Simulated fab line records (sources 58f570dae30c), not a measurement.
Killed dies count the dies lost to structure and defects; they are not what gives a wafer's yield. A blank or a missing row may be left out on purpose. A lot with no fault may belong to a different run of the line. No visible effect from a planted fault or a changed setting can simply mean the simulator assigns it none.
fab line records -- flow berkeleyCmos170
[record] lots = 15, wafers = 45, lastDay = 13
route steps=331 shown SACOX@99 NVT@111 SILICIDE@211 M2@290
lots that met no fault: from a run of the same line without faults
startH: the number of hours between the record's first day and the start of the first shown wafer of the lot -- waitH: hours from the lot's prior step to this one -- " as in the row above -- L1.1+2: a single row standing in for several wafers -- - no value, or no start given -- * or withheld: withheld -- < > ~ a bound
route shown NAME@n: names a module that has steps shown in the file, with the first one's number in the route -- usual: average and standard deviation across the fault-free wafers -- same: alike in all rows -- chamber/n: place in a boat -- sites: each site's reading -- _std_site: their standard deviation -- _edge_site: inner sites' mean taken away from outer sites' mean -- radiusMm: how far each site lies from the wafer's centre -- mask NAME#n: copy n -- behind: the most recent tool/chamber to have shaped the wafer -- hold: why the lot went on hold/how many hours it stayed there/how the hold came to an end -- device: names the non-switching transistor (n, p or np) -- end of line: the route-end tests of the same wafers -- a step without rows: its recipe alone -- killed: the dies lost at the first sort to structure and to defects; this is not the yield of the wafer -- map: the dies of a wafer, with x for killed, . for not killed, _ for no die there
set.NAME: setting as actually run; set.NAME@STEP: the setting as run at that earlier step -- model.NAME: the simulator's own value behind a step, which no gauge read
route steps across a sampled set of lots; one table per step, one row per wafer
services: the hour from which a tool's chamber was out of use, counted from the record's first day as startH (under 0 if before that day), plus the number of hours and why
[[steps]]
[step UCB170_SACOX_THK_MEAS_02]
[recipe] reads = SiO2_of_SACOX_OXIDATION_01
[usual] SACOX_OXIDE_THK = 14.27/0.21
lot.wafer,tool,chamber,startH,waitH,SACOX_OXIDE_THK[nm]
L674.1,filmMetro-03,-,118.35,0.0,14.11
L674.3,filmMetro-03,-,118.35,0.0,14.12
L674.5,filmMetro-03,-,118.35,0.0,14.20
L675.1,filmMetro-04,-,134.09,0.0,14.51
L675.4,filmMetro-04,-,134.09,0.0,14.29
L675.5,filmMetro-04,-,134.09,0.0,14.61
L677.2,filmMetro-03,-,134.10,0.0,14.33
L677.4,filmMetro-03,-,134.10,0.0,14.17
L677.6,filmMetro-03,-,134.10,0.0,14.43
L678.2,filmMetro-02,-,144.64,0.0,14.51
L678.3,filmMetro-02,-,144.64,0.0,14.19
L678.6,filmMetro-02,-,144.64,0.0,14.37
L679.2,filmMetro-04,-,144.64,0.0,14.30
L679.4,filmMetro-04,-,144.64,0.0,14.53
L679.6,filmMetro-04,-,144.64,0.0,14.33
L681.2,filmMetro-02,-,152.72,0.0,14.10
L681.3,filmMetro-02,-,152.72,0.0,14.28
L681.5,filmMetro-02,-,152.72,0.0,14.10
L680.3,filmMetro-04,-,152.73,0.0,14.39
L680.4,filmMetro-04,-,152.73,0.0,14.32
L680.5,filmMetro-04,-,152.73,0.0,14.35
L684.1,filmMetro-04,-,169.51,0.0,14.28
L684.2,filmMetro-04,-,169.51,0.0,14.30
L684.6,filmMetro-04,-,169.51,0.0,14.35
L686.1,filmMetro-04,-,169.57,0.1,14.32
L686.3,filmMetro-04,-,169.57,0.1,14.28
L686.4,filmMetro-04,-,169.57,0.1,14.29
L689.2,filmMetro-03,-,183.89,0.0,14.38
L689.3,filmMetro-03,-,183.89,0.0,14.48
L689.5,filmMetro-03,-,183.89,0.0,14.51
L690.2,filmMetro-04,-,183.89,0.0,14.37
L690.3,filmMetro-04,-,183.89,0.0,14.46
L690.4,filmMetro-04,-,183.89,0.0,14.25
L691.1,filmMetro-02,-,201.81,0.0,14.12
L691.4,filmMetro-02,-,201.81,0.0,14.13
L691.5,filmMetro-02,-,201.81,0.0,14.14
L694.1,filmMetro-02,-,216.53,0.0,14.63
L694.5,filmMetro-02,-,216.53,0.0,14.49
L694.6,filmMetro-02,-,216.53,0.0,14.53
L695.1,filmMetro-04,-,216.53,0.0,14.61
L695.2,filmMetro-04,-,216.53,0.0,14.36
L695.3,filmMetro-04,-,216.53,0.0,14.52
L697.2,filmMetro-03,-,230.07,0.0,13.91
L697.4,filmMetro-03,-,230.07,0.0,13.86
L697.6,filmMetro-03,-,230.07,0.0,14.12
[step UCB170_NVT_IMPLANT_07]
[recipe] species = BF2, doseCm2 = 3e+12, energyKev = 50, tiltDeg = 7
[usual] faradayCurrentUA = 9.51/0.19
lot.wafer,tool,chamber,startH,waitH,faradayCurrentUA
L674.1,implanter-02,0,134.47,0.0,9.61
L674.3,implanter-02,0,134.47,0.0,9.62
L674.5,implanter-02,0,134.47,0.0,9.75
L675.1,implanter-02,0,147.49,0.0,9.85
L675.4,implanter-02,0,147.49,0.0,9.14
L675.5,implanter-02,0,147.49,0.0,9.73
L677.2,implanter-01,0,147.57,0.0,9.61
L677.4,implanter-01,0,147.57,0.0,9.56
L677.6,implanter-01,0,147.57,0.0,9.52
L678.2,implanter-01,0,156.63,0.0,9.40
L678.3,implanter-01,0,156.63,0.0,9.54
L678.6,implanter-01,0,156.63,0.0,9.57
L678.2,implanter-01,0,156.94,0.3,9.26
L678.3,implanter-01,0,156.94,0.3,9.29
L678.6,implanter-01,0,156.94,0.3,9.74
L679.2,implanter-03,0,156.90,0.0,9.37
L679.4,implanter-03,0,156.90,0.0,9.58
L679.6,implanter-03,0,156.90,0.0,9.39
L679.2,implanter-03,0,157.22,0.3,9.51
L679.4,implanter-03,0,157.22,0.3,9.60
L679.6,implanter-03,0,157.22,0.3,9.99
L680.3,implanter-02,0,164.32,0.1,9.61
L680.4,implanter-02,0,164.32,0.1,9.24
L680.5,implanter-02,0,164.32,0.1,9.44
L680.3,implanter-02,0,164.64,0.3,9.55
L680.4,implanter-02,0,164.64,0.3,9.54
L680.5,implanter-02,0,164.64,0.3,9.39
L681.2,implanter-03,0,164.54,0.0,9.22
L681.3,implanter-03,0,164.54,0.0,10.04
L681.5,implanter-03,0,164.54,0.0,9.58
L684.1,implanter-01,0,182.05,0.1,9.51
L684.2,implanter-01,0,182.05,0.1,9.53
L684.6,implanter-01,0,182.05,0.1,9.61
L686.1,implanter-01,0,182.56,0.0,9.64
L686.3,implanter-01,0,182.56,0.0,9.54
L686.4,implanter-01,0,182.56,0.0,9.36
L689.2,implanter-02,0,196.09,0.0,9.39
L689.3,implanter-02,0,196.09,0.0,9.69
L689.5,implanter-02,0,196.09,0.0,9.60
L690.2,implanter-02,0,196.78,0.0,9.45
L690.3,implanter-02,0,196.78,0.0,8.91
L690.4,implanter-02,0,196.78,0.0,9.83
L691.1,implanter-01,0,219.71,0.0,9.29
L691.4,implanter-01,0,219.71,0.0,9.58
L691.5,implanter-01,0,219.71,0.0,9.55
L695.1,implanter-01,0,227.63,0.0,9.65
L695.2,implanter-01,0,227.63,0.0,9.90
L695.3,implanter-01,0,227.63,0.0,9.79
L694.1,implanter-01,0,227.78,0.1,9.78
L694.5,implanter-01,0,227.78,0.1,9.43
L694.6,implanter-01,0,227.78,0.1,9.73
L697.2,implanter-03,0,247.04,0.0,9.51
L697.4,implanter-03,0,247.04,0.0,9.40
L697.6,implanter-03,0,247.04,0.0,9.69
[step UCB170_NVT_TW_MEAS_09]
[usual] NVT_TW = 520/3.6
lot.wafer,tool,chamber,startH,waitH,NVT_TW
L674.1,filmMetro-03,-,134.72,0.1,520
L674.3,filmMetro-03,-,134.72,0.1,516
L674.5,filmMetro-03,-,134.72,0.1,520
L675.1,filmMetro-03,-,147.74,0.1,517
L675.4,filmMetro-03,-,147.74,0.1,516
L675.5,filmMetro-03,-,147.74,0.1,515
L677.2,filmMetro-04,-,147.80,0.1,519
L677.4,filmMetro-04,-,147.80,0.1,518
L677.6,filmMetro-04,-,147.80,0.1,515
L678.2,filmMetro-01,-,157.26,0.1,651
L678.3,filmMetro-01,-,157.26,0.1,651
L678.6,filmMetro-01,-,157.26,0.1,651
L679.2,filmMetro-03,-,157.45,0.1,641
L679.4,filmMetro-03,-,157.45,0.1,640
L679.6,filmMetro-03,-,157.45,0.1,642
L681.2,filmMetro-04,-,164.77,0.1,514
L681.3,filmMetro-04,-,164.77,0.1,518
L681.5,filmMetro-04,-,164.77,0.1,513
L680.3,filmMetro-01,-,164.86,0.1,653
L680.4,filmMetro-01,-,164.86,0.1,651
L680.5,filmMetro-01,-,164.86,0.1,651
L684.1,filmMetro-04,-,182.30,0.1,520
L684.2,filmMetro-04,-,182.30,0.1,520
L684.6,filmMetro-04,-,182.30,0.1,522
L686.1,filmMetro-04,-,182.81,0.1,519
L686.3,filmMetro-04,-,182.81,0.1,521
L686.4,filmMetro-04,-,182.81,0.1,521
L689.2,filmMetro-04,-,196.55,0.3,515
L689.3,filmMetro-04,-,196.55,0.3,517
L689.5,filmMetro-04,-,196.55,0.3,515
L690.2,filmMetro-01,-,197.02,0.1,524
L690.3,filmMetro-01,-,197.02,0.1,521
L690.4,filmMetro-01,-,197.02,0.1,523
L691.1,filmMetro-04,-,219.96,0.1,518
L691.4,filmMetro-04,-,219.96,0.1,519
L691.5,filmMetro-04,-,219.96,0.1,515
L695.1,filmMetro-04,-,227.88,0.1,519
L695.2,filmMetro-04,-,227.88,0.1,517
L695.3,filmMetro-04,-,227.88,0.1,518
L694.1,filmMetro-03,-,228.06,0.1,520
L694.5,filmMetro-03,-,228.06,0.1,520
L694.6,filmMetro-03,-,228.06,0.1,518
L697.2,filmMetro-03,-,247.27,0.1,517
L697.4,filmMetro-03,-,247.27,0.1,518
L697.6,filmMetro-03,-,247.27,0.1,517
[step UCB170_SILICIDE_SPUTTER_01]
[recipe] material = Ti, targetThkNm = 30, timeS = 25, powerW = 1500, chamberPressurePa = 0.5
[usual] cathodeDcPowerW = 1500.0/0.25, throttleValvePct = 30.1/0.65
lot.wafer,tool,chamber,startH,waitH,cathodeDcPowerW,throttleValvePct
L674.1,pvdSputter-04,-,168.19,0.0,1500.4,29.9
L674.3,pvdSputter-04,-,168.19,0.0,1500.4,30.3
L674.5,pvdSputter-04,-,168.19,0.0,1500.3,31.0
L677.2,pvdSputter-04,-,181.17,0.0,1499.7,30.1
L677.4,pvdSputter-04,-,181.17,0.0,1499.7,30.8
L677.6,pvdSputter-04,-,181.17,0.0,1499.7,30.3
L675.1,pvdSputter-01,-,181.24,0.0,1499.9,30.3
L675.4,pvdSputter-01,-,181.24,0.0,1500.2,29.4
L675.5,pvdSputter-01,-,181.24,0.0,1499.6,29.3
L678.2,pvdSputter-02,-,196.48,0.0,1500.0,29.2
L678.3,pvdSputter-02,-,196.48,0.0,1500.0,31.0
L678.6,pvdSputter-02,-,196.48,0.0,1500.1,30.9
L680.3,pvdSputter-04,-,196.70,0.0,1499.7,30.2
L680.4,pvdSputter-04,-,196.70,0.0,1499.8,30.5
L680.5,pvdSputter-04,-,196.70,0.0,1500.0,29.7
L679.2,pvdSputter-02,-,198.79,0.0,1500.1,30.2
L679.4,pvdSputter-02,-,198.79,0.0,1500.1,29.3
L679.6,pvdSputter-02,-,198.79,0.0,1499.9,29.2
L681.2,pvdSputter-01,-,199.32,0.0,1500.1,31.2
L681.3,pvdSputter-01,-,199.32,0.0,1500.1,29.6
L681.5,pvdSputter-01,-,199.32,0.0,1500.0,31.2
L684.1,pvdSputter-02,-,218.12,0.0,1499.9,31.3
L684.2,pvdSputter-02,-,218.12,0.0,1499.9,29.4
L684.6,pvdSputter-02,-,218.12,0.0,1500.1,31.0
L686.1,pvdSputter-01,-,218.43,0.0,1500.0,29.1
L686.3,pvdSputter-01,-,218.43,0.0,1500.0,29.3
L686.4,pvdSputter-01,-,218.43,0.0,1499.9,30.5
L690.2,pvdSputter-01,-,239.54,0.0,1499.6,31.2
L690.3,pvdSputter-01,-,239.54,0.0,1499.9,29.1
L690.4,pvdSputter-01,-,239.54,0.0,1500.1,30.5
L689.2,pvdSputter-04,-,240.06,0.0,1500.2,30.3
L689.3,pvdSputter-04,-,240.06,0.0,1499.9,29.8
L689.5,pvdSputter-04,-,240.06,0.0,1499.5,30.6
L691.1,pvdSputter-04,-,255.58,0.0,1500.3,29.6
L691.4,pvdSputter-04,-,255.58,0.0,1500.7,29.9
L691.5,pvdSputter-04,-,255.58,0.0,1499.8,30.1
L694.1,pvdSputter-04,-,265.28,0.0,1500.0,30.4
L694.5,pvdSputter-04,-,265.28,0.0,1500.0,29.8
L694.6,pvdSputter-04,-,265.28,0.0,1499.8,30.9
L695.1,pvdSputter-01,-,265.44,0.0,1499.7,31.2
L695.2,pvdSputter-01,-,265.44,0.0,1499.6,29.3
L695.3,pvdSputter-01,-,265.44,0.0,1500.0,30.3
L697.2,pvdSputter-04,-,282.61,0.0,1499.5,30.1
L697.4,pvdSputter-04,-,282.61,0.0,1499.7,30.6
L697.6,pvdSputter-04,-,282.61,0.0,1499.9,29.6
[step UCB170_M2_STRIP_19]
[recipe] chemistry = O2, powerW = 400, pressureMtorr = 3500, platenTempC = withheld, o2FlowSccm = 400, overashFraction = 0.5
[usual] chamberPressureMTorr = 3500/3.2, drypumpMotorCurrentA = 5.46/0.21, oesProductAu = 0.533/0.012
[same] overashFraction = 0.5
lot.wafer,tool,chamber,startH,waitH,chamberPressureMTorr,drypumpMotorCurrentA,oesProductAu,rfHoursCounterH
L674.1,plasmaAsher-03,1,183.08,0.1,3496,5.61,0.540,35
L674.3,plasmaAsher-03,0,183.08,0.1,3495,5.58,0.530,-
L674.5,plasmaAsher-03,0,183.08,0.1,3501,5.60,0.523,-
L675.1,plasmaAsher-02,0,197.38,0.1,3495,5.31,0.520,8
L675.4,plasmaAsher-02,1,197.38,0.1,3501,5.43,0.524,-
L675.5,plasmaAsher-02,1,197.38,0.1,3498,5.41,0.533,-
L677.2,plasmaAsher-02,1,201.04,0.1,3499,5.38,0.512,9
L677.4,plasmaAsher-02,1,201.04,0.1,3498,5.41,0.538,-
L677.6,plasmaAsher-02,1,201.04,0.1,3501,5.40,0.512,-
L678.2,plasmaAsher-01,0,212.24,0.1,3500,5.04,0.529,54
L678.3,plasmaAsher-01,1,212.24,0.1,3504,5.79,0.534,-
L678.6,plasmaAsher-01,0,212.24,0.1,3504,5.07,0.525,-
L680.3,plasmaAsher-02,1,218.44,0.1,3495,5.41,0.558,-
L680.4,plasmaAsher-02,0,218.44,0.1,3503,5.33,0.534,-
L680.5,plasmaAsher-02,0,218.44,0.1,3503,5.35,0.549,-
L679.2,plasmaAsher-03,1,219.31,0.1,3491,5.59,0.533,39
L679.4,plasmaAsher-03,0,219.31,0.1,3501,5.60,0.537,-
L679.6,plasmaAsher-03,1,219.31,0.1,3500,5.61,0.524,-
L681.2,plasmaAsher-02,1,219.86,0.1,3502,5.40,0.526,11
L681.3,plasmaAsher-02,1,219.86,0.1,3504,5.41,0.529,-
L681.5,plasmaAsher-02,1,219.86,0.1,3499,5.39,0.530,-
L684.1,plasmaAsher-01,1,240.43,0.1,3497,5.78,0.537,58
L684.2,plasmaAsher-01,0,240.43,0.1,3499,5.06,0.531,58
L684.6,plasmaAsher-01,1,240.43,0.1,3501,5.79,0.553,-
L686.1,plasmaAsher-03,1,240.68,0.1,3501,5.59,0.532,42
L686.3,plasmaAsher-03,1,240.68,0.1,3506,5.60,0.546,-
L686.4,plasmaAsher-03,0,240.68,0.1,3501,5.59,0.539,-
L690.2,plasmaAsher-03,1,255.68,0.1,3498,5.62,0.515,43
L690.3,plasmaAsher-03,0,255.68,0.1,3499,5.61,0.512,-
L690.4,plasmaAsher-03,1,255.68,0.1,3497,5.58,0.545,-
L689.2,plasmaAsher-02,1,255.96,0.1,3501,5.41,0.553,14
L689.3,plasmaAsher-02,0,255.96,0.1,3496,5.36,0.539,-
L689.5,plasmaAsher-02,1,255.96,0.1,3501,5.41,0.547,-
L691.1,plasmaAsher-03,1,268.79,0.1,3497,5.63,0.519,45
L691.4,plasmaAsher-03,0,268.79,0.1,3499,5.59,0.534,-
L691.5,plasmaAsher-03,1,268.79,0.1,3505,5.62,0.525,-
L695.1,plasmaAsher-03,0,302.30,0.1,3499,5.58,0.539,48
L695.2,plasmaAsher-03,1,302.30,0.1,3500,5.61,0.515,48
L695.3,plasmaAsher-03,0,302.30,0.1,3499,5.58,0.529,-
L697.2,plasmaAsher-03,0,302.91,0.1,3503,5.61,0.535,48
L697.4,plasmaAsher-03,1,302.91,0.1,3498,5.61,0.528,-
L697.6,plasmaAsher-03,0,302.91,0.1,3497,5.60,0.515,-
L694.1,plasmaAsher-01,0,302.93,0.3,3502,5.03,0.549,65
L694.5,plasmaAsher-01,0,302.93,0.3,3497,5.03,0.546,-
L694.6,plasmaAsher-01,1,302.93,0.3,3503,5.82,0.547,-
[[services]]
tool,chamber,startH,hours,kind
plasmaAsher-02,0,117.75,-,clean
plasmaAsher-02,1,117.75,-,clean
plasmaAsher-02,-,146.01,0.4,repair
plasmaAsher-02,-,148.74,1.1,repair
implanter-01,-,173.26,2.7,pm
pvdSputter-02,-,179.23,6.8,repair
pvdSputter-01,-,186.87,2.5,repair
plasmaAsher-03,-,214.98,1.8,repair
plasmaAsher-02,-,230.89,9.0,repair
pvdSputter-02,-,237.87,5.6,repair
implanter-02,-,246.05,5.2,pm
pvdSputter-01,-,250.90,0.6,repair
implanter-01,-,266.42,3.9,repair
implanter-02,-,295.14,4.6,repair
[[key]]
[firstSign] step = UCB170_NVT_IMPLANT_07, reading = visit, direction = added
[effect] step = UCB170_NVT_TW_MEAS_09, reading = NVT_TW, direction = up, sigmas = 36, usual = 520, struck = 648
metAt UCB170_NVT_IMPLANT_07
struckLots L678,L679,L680
testerLeftOut L678,L679,L680
notActingAt UCB170_SACOX_THK_MEAS_02,UCB170_SILICIDE_SPUTTER_01,UCB170_M2_STRIP_19
[fault] kind = repeatedStepWhole, tool = implanter-01,implanter-02,implanter-03, chamber = -, onsetH = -, steps = UCB170_NVT_IMPLANT_07, times = 1, scope = struckLotsOnly
// testerLeftOut: of these lots the tester's yield and bins aren't shown, on N5 and GAA mostly nor the transistor test; their killed dies are dies lost to structure and defects alone, not to doping, threshold or leakage, so they don't give the yield
